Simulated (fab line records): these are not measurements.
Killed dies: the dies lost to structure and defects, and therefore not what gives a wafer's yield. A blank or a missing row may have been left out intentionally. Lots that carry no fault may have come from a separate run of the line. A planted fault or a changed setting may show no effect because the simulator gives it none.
A single fault, viewed from 2 desks + flow ritCmos + only its own numbers are on each desk; what lay behind them is given at the end

== THE TOOL OWNER'S DESK: ilineStepper-01 ==
The tool's own readings at RIT_ACTIVE_EXPOSE_08 (exposes mask M1, target cd 1400 nm): means of the sampled wafers that have a number, for each lot that ran on this tool. Marked OUT: a lot whose mean sits more than 4 standard deviations from the usual mean, which makes it out of limits; the brackets give that distance.
Columns: A = exposureDoseMJCm2 at RIT_ACTIVE_EXPOSE_08, usual 225.02
| lot  | first seen here | A                |
|------|-----------------|------------------|
| L145 | day 1 14:23     | 225.20           |
| L146 | day 1 19:10     | 225.14           |
| L148 | day 2 05:10     | 224.78           |
| L152 | day 3 03:07     | 225.07           |
| L153 | day 3 06:05     | 224.89           |
| L156 | day 3 21:10     | 224.85           |
| L157 | day 4 03:50     | 224.99           |
| L161 | day 5 00:14     | 217.87 (-31) OUT |
Finding of this desk: L161 out of limits; the first was L161 at day 5 00:14, on exposureDoseMJCm2 at RIT_ACTIVE_EXPOSE_08. L145, L146, L148, L152, L153, L156, L157: within limits.

== AT THE METROLOGY DESK ==
Means of the sampled wafers that have a number, per lot and without regard to the tool the lot ran on: this is what the gauges read. Marked OUT: a lot whose mean sits more than 4 standard deviations from the usual mean, which makes it out of limits; the brackets give that distance.
Columns: A = cdNm at RIT_ACTIVE_CD_MEAS_11, usual 1399.7 nm
| lot  | first seen here | A                |
|------|-----------------|------------------|
| L145 | day 1 14:47     | 1401.6           |
| L146 | day 1 19:35     | 1399.9           |
| L147 | day 2 00:34     | 1396.3           |
| L148 | day 2 05:34     | 1396.8           |
| L151 | day 2 20:42     | 1396.9           |
| L152 | day 3 03:31     | 1399.2           |
| L153 | day 3 06:29     | 1395.9           |
| L154 | day 3 11:57     | 1401.6           |
| L155 | day 3 17:50     | 1400.1           |
| L156 | day 3 21:34     | 1399.8           |
| L157 | day 4 04:14     | 1397.3           |
| L161 | day 5 00:38     | 1357.6 (-18) OUT |
| L167 | day 6 04:29     | 1401.5           |
Finding of this desk: L161 out of limits; the first was L161 at day 5 00:38, on cdNm at RIT_ACTIVE_CD_MEAS_11. L145, L146, L147, L148, L151, L152, L153, L154, L155, L156, L157, L167: within limits.

== PUT TOGETHER ==
On L161, at day 5 00:14, an alarm was possible from the tool owner's desk.
L161 would have let the metrology desk raise an alarm at day 5 00:38.
RIT_ACTIVE_EXPOSE_08 was run on ilineStepper-01 by each of the lots named.

== WHAT THE SIMULATOR HAD INSERTED ==
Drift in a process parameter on ilineStepper-01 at RIT_ACTIVE_EXPOSE_08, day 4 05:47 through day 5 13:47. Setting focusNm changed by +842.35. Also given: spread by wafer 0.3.
Shown lots that were struck: L161.
Hours from the fault's start to each desk's first reading out of limits: the tool owner's desk, 18; the metrology desk, 19.
